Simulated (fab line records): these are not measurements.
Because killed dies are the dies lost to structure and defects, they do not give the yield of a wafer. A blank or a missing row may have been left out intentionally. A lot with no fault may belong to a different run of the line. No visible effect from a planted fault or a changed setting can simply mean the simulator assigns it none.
fab line records    flow berkeleyCmos170
record lots=5  wafers=15  lastDay=11
route steps=331 shown PWELL@51 WELLDRIVE@55 ACTIVE@60
lots with no fault: from the same line, run without faults
startH: the number of hours between the record's first day and the start of the first shown wafer of the lot    waitH: how many hours have passed since the lot's step before this one    " the same as in the row above    L1.1+2: several wafers, shown together as one row    - value missing, or start not given    * or withheld: withheld    < > ~ a bound
route shown NAME@n: a module of which the file shows steps, and the number in the route of the first    usual: mean/standard deviation of fault-free wafers    same: alike in all rows    chamber/n: place in a boat    sites: the reading at each site    _std_site: how widely they spread, as a standard deviation    _edge_site: the outer-site mean with the inner-site mean subtracted    radiusMm: for every site, how far away it sits from the centre of the wafer    mask NAME#n: copy n    behind: tool/chamber where the wafer was last shaped    hold: cause of the lot's hold/its duration in hours/its outcome    device: the n, p or np transistor that did not switch    end of line: the route-end tests of the same wafers    a step without rows: its recipe alone    killed: dies that structure and defects cost at the first sort, which is not the same as the wafer's yield    map: per-die view of a wafer (x killed, . not killed, _ where there is no die)
set.NAME: the setting the step ran with; set.NAME@STEP: the setting that earlier step ran with    model.NAME: the simulator's own value behind a step, which no gauge read
lots seen at some steps along the route; tables by step, rows by wafer
services: from which hour (startH, from the record's first day; less than 0 if before it) a tool's chamber was out of use, for how many hours, and why
## steps
# step UCB170_PWELL_TW_MEAS_17
# usual PWELL_TW=379.7/2.3
lot.wafer  tool          chamber  startH  waitH  PWELL_TW
L074.2     filmMetro-01  -        55.56   0.1    381.1
L074.3     "             -        "       "      379.7
L074.4     "             -        "       "      381.3
L083.3     filmMetro-02  -        97.59   0.1    381.4
L083.4     "             -        "       "      379.2
L083.6     "             -        "       "      379.1
L084.1     filmMetro-02  -        97.84   0.1    379.5
L084.2     "             -        "       "      379.8
L084.4     "             -        "       "      379.3
L089.4     filmMetro-01  -        123.47  0.1    381.1
L089.5     "             -        "       "      381.8
L089.6     "             -        "       "      378.6
L095.2     filmMetro-04  -        157.98  0.1    380.4
L095.3     "             -        "       "      381.8
L095.4     "             -        "       "      380.4
# step UCB170_PWELL_CLEAN_18
# recipe chemistry=SPM  tempC=120  timeS=600
lot.wafer   tool         chamber  startH  waitH
L074.2+3+4  wetBench-01  1        55.61   0.0
L083.3+4+6  wetBench-01  2        97.91   0.3
L084.1+2+4  wetBench-01  1        97.91   0.1
L089.4+5+6  wetBench-01  3        123.50  0.0
L095.2+3+4  wetBench-01  3        158.13  0.1
# step UCB170_PWELL_WET_ETCH_19
# recipe chemistry=H3PO4  target=Si3N4  tempC=160  timeS=14400
lot.wafer   tool         chamber  startH  waitH
L074.2+3+4  wetBench-01  3        55.81   0.0
L083.3+4+6  wetBench-01  3        98.12   0.0
L084.1+2+4  wetBench-01  2        98.12   0.0
L089.4+5+6  wetBench-01  2        123.67  0.0
L095.2+3+4  wetBench-01  3        158.33  0.0
# step UCB170_PWELL_WET_ETCH_20
# recipe chemistry=BOE  dilution=5:1  target=SiO2  tempC=25  timeS=22
lot.wafer   tool         chamber  startH  waitH
L074.2+3+4  wetBench-01  3        60.37   0.2
L083.3+4+6  wetBench-03  1        102.13  0.0
L084.1+2+4  wetBench-03  3        102.13  0.0
L089.4+5+6  wetBench-03  2        127.68  0.0
L095.2+3+4  wetBench-01  1        162.40  0.1
# step UCB170_WELLDRIVE_CLEAN_00
# recipe chemistry=SPM  tempC=120  timeS=600
lot.wafer   tool         chamber  startH  waitH
L074.2+3+4  wetBench-01  3        60.38   0.0
L083.3+4+6  wetBench-02  2        102.15  0.0
L084.1+2+4  wetBench-02  0        102.15  0.0
L089.4+5+6  wetBench-01  0        127.70  0.0
L095.2+3+4  wetBench-02  3        162.51  0.1
# step UCB170_WELLDRIVE_OXIDATION_01
# recipe tempC=1100  ambient=O2  targetThkA=1990  oxTimeS=9000
# usual zonePowerCentrePct=50/6  zonePowerLoadPct=40.2/0.49
lot.wafer  tool        chamber  startH  waitH  zonePowerCentrePct  zonePowerLoadPct
L074.2     furnace-04  0        61.65   1.1    45                  40.1
L074.3     "           0        "       "      45                  40.5
L074.4     "           0        "       "      45                  40.3
L083.3     furnace-02  0        105.93  3.6    58                  39.7
L083.4     "           0        "       "      58                  39.6
L083.6     "           0        "       "      57                  39.5
L084.1     furnace-02  0        105.93  3.6    58                  39.8
L084.2     "           0        "       "      57                  40.7
L084.4     "           0        "       "      58                  39.5
L089.4     furnace-01  0        130.58  2.7    56                  40.2
L089.5     "           0        "       "      57                  40.7
L089.6     "           0        "       "      56                  40.3
L095.2     furnace-04  0        163.91  1.0    46                  40.7
L095.3     "           0        "       "      45                  40.7
L095.4     "           0        "       "      45                  40.0
# step UCB170_WELLDRIVE_THK_MEAS_02
# recipe reads=SiO2_of_WELLDRIVE_OXIDATION_01
# usual WELLDRIVE_OXIDE_THK=200/3.2
lot.wafer  tool          chamber  startH  waitH  WELLDRIVE_OXIDE_THK[nm]
L074.2     filmMetro-02  -        65.16   0.0    202
L074.3     "             -        "       "      200
L074.4     "             -        "       "      203
L084.1     filmMetro-02  -        109.43  0.0    204
L084.2     "             -        "       "      204
L084.4     "             -        "       "      205
L083.3     filmMetro-01  -        109.45  0.0    201
L083.4     "             -        "       "      203
L083.6     "             -        "       "      200
L089.4     filmMetro-03  -        134.11  0.0    198
L089.5     "             -        "       "      197
L089.6     "             -        "       "      197
L095.2     filmMetro-02  -        167.42  0.0    199
L095.3     "             -        "       "      200
L095.4     "             -        "       "      200
# step UCB170_WELLDRIVE_ANNEAL_03
# recipe tempC=1100  timeS=900  ambient=N2
# usual zonePowerCentrePct=52/5.9  zonePowerLoadPct=40.2/0.51
lot.wafer  tool        chamber  startH  waitH  zonePowerCentrePct  zonePowerLoadPct
L074.2     furnace-02  0        67.81   2.6    57                  40.2
L074.3     "           0        "       "      57                  40.0
L074.4     "           0        "       "      58                  40.4
L083.3     furnace-02  0        110.76  1.3    57                  39.2
L083.4     "           0        "       "      57                  39.6
L083.6     "           0        "       "      58                  39.8
L084.1     furnace-02  0        110.76  1.3    58                  39.8
L084.2     "           0        "       "      59                  41.3
L084.4     "           0        "       "      59                  39.9
L089.4     furnace-01  0        136.92  2.8    57                  39.9
L089.5     "           0        "       "      56                  40.2
L089.6     "           0        "       "      57                  40.3
L095.2     furnace-04  0        171.58  4.1    45                  40.2
L095.3     "           0        "       "      46                  40.5
L095.4     "           0        "       "      45                  40.5
# step UCB170_WELLDRIVE_WET_ETCH_04
# recipe chemistry=BOE  dilution=5:1  target=SiO2  tempC=25  timeS=120
lot.wafer   tool         chamber  startH  waitH
L074.2+3+4  wetBench-03  1        69.06   0.0
L083.3+4+6  wetBench-03  3        112.09  0.1
L084.1+2+4  wetBench-03  1        112.09  0.1
L089.4+5+6  wetBench-01  3        138.28  0.1
L095.2+3+4  wetBench-03  2        172.89  0.1
# step UCB170_ACTIVE_CLEAN_00
# recipe chemistry=SPM  tempC=120  timeS=600
lot.wafer   tool         chamber  startH  waitH
L074.2+3+4  wetBench-01  3        69.11   0.0
L083.3+4+6  wetBench-01  0        112.24  0.1
L084.1+2+4  wetBench-01  3        112.24  0.1
L089.4+5+6  wetBench-03  2        138.32  0.0
L095.2+3+4  wetBench-03  3        173.12  0.2
# step UCB170_ACTIVE_CLEAN_01
# recipe chemistry=dHF  dilution=25:1  timeS=60
lot.wafer   tool         chamber  startH  waitH
L074.2+3+4  wetBench-03  0        69.30   0.0
L083.3+4+6  wetBench-03  0        112.65  0.2
L084.1+2+4  wetBench-03  1        112.65  0.2
L089.4+5+6  wetBench-01  1        138.50  0.0
L095.2+3+4  wetBench-03  2        173.71  0.4
# step UCB170_ACTIVE_OXIDATION_02
# recipe tempC=1000  ambient=O2  targetThkA=264  oxTimeS=1260
# usual zonePowerCentrePct=48.9/2.3  zonePowerLoadPct=32.3/0.77
lot.wafer  tool        chamber  startH  waitH  zonePowerCentrePct  zonePowerLoadPct
L074.2     furnace-02  0        73.40   4.1    50.8                31.2
L074.3     "           0        "       "      50.8                31.4
L074.4     "           0        "       "      50.9                31.3
L083.3     furnace-01  0        115.32  2.6    50.4                31.8
L083.4     "           0        "       "      50.9                32.1
L083.6     "           0        "       "      50.8                32.0
L084.1     furnace-01  0        115.32  2.6    50.6                31.6
L084.2     "           0        "       "      50.1                31.7
L084.4     "           0        "       "      50.5                32.2
L089.4     furnace-02  0        139.91  1.4    51.7                31.4
L089.5     "           0        "       "      51.4                31.5
L089.6     "           0        "       "      51.8                31.4
L095.2     furnace-02  0        175.30  1.6    51.1                31.4
L095.3     "           0        "       "      51.2                31.5
L095.4     "           0        "       "      51.8                31.9
# step UCB170_ACTIVE_THK_MEAS_03
# recipe reads=SiO2_of_ACTIVE_OXIDATION_02
# usual ACTIVE_OXIDE_THK=26.3/0.53
lot.wafer  tool          chamber  startH  waitH  ACTIVE_OXIDE_THK[nm]
L074.2     filmMetro-04  -        74.76   0.0    26.4
L074.3     "             -        "       "      26.7
L074.4     "             -        "       "      26.7
L084.1     filmMetro-04  -        116.67  0.0    26.5
L084.2     "             -        "       "      26.6
L084.4     "             -        "       "      26.2
L083.3     filmMetro-03  -        116.69  0.0    25.5
L083.4     "             -        "       "      25.4
L083.6     "             -        "       "      25.6
L089.4     filmMetro-03  -        141.31  0.0    26.2
L089.5     "             -        "       "      26.4
L089.6     "             -        "       "      25.9
L095.2     filmMetro-01  -        176.66  0.0    26.5
L095.3     "             -        "       "      26.8
L095.4     "             -        "       "      26.9
# step UCB170_ACTIVE_ANNEAL_04
# recipe tempC=1000  timeS=900  ambient=N2
# usual zonePowerCentrePct=48.6/2.2  zonePowerLoadPct=32.4/0.73
lot.wafer  tool        chamber  startH  waitH  zonePowerCentrePct  zonePowerLoadPct
L074.2     furnace-03  0        77.01   2.2    45.9                33.2
L074.3     "           0        "       "      46.9                33.1
L074.4     "           0        "       "      46.6                32.8
L083.3     furnace-01  0        118.00  1.3    50.2                32.0
L083.4     "           0        "       "      49.8                32.2
L083.6     "           0        "       "      50.5                31.7
L084.1     furnace-01  0        118.00  1.3    50.6                32.2
L084.2     "           0        "       "      50.1                31.6
L084.4     "           0        "       "      50.8                31.8
L089.4     furnace-01  0        145.14  3.8    50.8                32.1
L089.5     "           0        "       "      50.8                31.7
L089.6     "           0        "       "      51.1                32.0
L095.2     furnace-01  0        179.72  3.0    50.0                31.7
L095.3     "           0        "       "      50.4                32.0
L095.4     "           0        "       "      51.7                32.6
# step UCB170_ACTIVE_CVD_05
# recipe material=Si3N4  targetThkNm=220  tempC=800  precursor=SiH2Cl2/NH3  timeS=3300  pressureMtorr=200  sih2cl2FlowSccm=25  nh3FlowSccm=75
# usual zonePowerCentrePct=39.1/1.4  zonePowerLoadPct=20.6/1.2
lot.wafer  tool      chamber  startH  waitH  zonePowerCentrePct  zonePowerLoadPct
L074.2     lpcvd-01  0        79.10   0.8    37.6                20.6
L074.3     "         0        "       "      38.5                20.5
L074.4     "         0        "       "      37.1                20.6
L083.3     lpcvd-01  0        119.25  0.0    38.0                20.7
L083.4     "         0        "       "      37.3                20.3
L083.6     "         0        "       "      37.7                20.4
L084.1     lpcvd-01  0        119.25  0.0    38.2                20.9
L084.2     "         0        "       "      37.7                20.1
L084.4     "         0        "       "      38.1                20.3
L089.4     lpcvd-01  0        146.39  0.0    37.6                20.6
L089.5     "         0        "       "      37.2                20.7
L089.6     "         0        "       "      37.5                20.5
L095.2     lpcvd-01  1        180.97  0.0    39.8                20.0
L095.3     "         1        "       "      39.0                20.2
L095.4     "         1        "       "      39.5                20.0
# step UCB170_ACTIVE_THK_MEAS_06
# recipe reads=Si3N4_of_ACTIVE_CVD_05
# usual ACTIVE_NITRIDE_THK=219.1/1.9
lot.wafer  tool          chamber  startH  waitH  ACTIVE_NITRIDE_THK[nm]
L074.2     filmMetro-03  -        81.03   0.0    221.4
L074.3     "             -        "       "      221.6
L074.4     "             -        "       "      220.5
L084.1     filmMetro-01  -        122.13  0.0    219.5
L084.2     "             -        "       "      219.8
L084.4     "             -        "       "      219.6
L083.3     filmMetro-04  -        122.15  0.0    216.5
L083.4     "             -        "       "      220.2
L083.6     "             -        "       "      219.5
L089.4     filmMetro-04  -        148.33  0.0    215.3
L089.5     "             -        "       "      216.0
L089.6     "             -        "       "      214.3
L095.2     filmMetro-04  -        182.90  0.0    218.8
L095.3     "             -        "       "      216.1
L095.4     "             -        "       "      219.5
# step UCB170_ACTIVE_HMDS_07
# recipe primeTimeS=60  primeTempC=100
lot.wafer   tool           chamber  startH  waitH
L074.2+3+4  lithoTrack-01  0        81.14   0.1
L084.1+2+4  lithoTrack-04  0        122.35  0.2
L083.3+4+6  lithoTrack-02  0        122.43  0.3
L089.4+5+6  lithoTrack-02  0        148.69  0.3
L095.2+3+4  lithoTrack-01  0        183.14  0.2
# step UCB170_ACTIVE_COAT_08
# recipe resist=KrF  spinRpm=1500  resistThkNm=900
lot.wafer   tool           chamber  startH  waitH
L074.2+3+4  lithoTrack-01  0        81.29   0.1
L084.1+2+4  lithoTrack-04  0        122.50  0.1
L083.3+4+6  lithoTrack-02  0        122.58  0.1
L089.4+5+6  lithoTrack-02  0        148.84  0.1
L095.2+3+4  lithoTrack-01  0        183.29  0.1
# step UCB170_ACTIVE_SOFTBAKE_09
# recipe resist=KrF  tempC=130  timeS=60
# usual heaterPowerTotalW=56.80/0.041
lot.wafer  tool           chamber  startH  waitH  heaterPowerTotalW
L074.2     lithoTrack-01  0        81.44   0.1    56.84
L074.3     "              0        "       "      56.79
L074.4     "              0        "       "      56.85
L084.1     lithoTrack-04  0        122.65  0.1    56.79
L084.2     "              0        "       "      56.84
L084.4     "              0        "       "      56.82
L083.3     lithoTrack-02  0        122.73  0.1    56.77
L083.4     "              0        "       "      56.76
L083.6     "              0        "       "      56.87
L089.4     lithoTrack-02  0        148.99  0.1    56.80
L089.5     "              0        "       "      56.80
L089.6     "              0        "       "      56.87
L095.2     lithoTrack-01  0        183.44  0.1    56.87
L095.3     "              0        "       "      56.78
L095.4     "              0        "       "      56.76
## services
tool        chamber  startH  hours  kind
furnace-04  -        44.96   4.5    pm
furnace-04  -        80.43   4.2    pm
furnace-04  -        89.17   3.0    pm
furnace-01  -        90.93   3.1    pm
furnace-01  -        139.67  4.1    pm
furnace-02  -        168.08  2.5    pm
## key
fault none
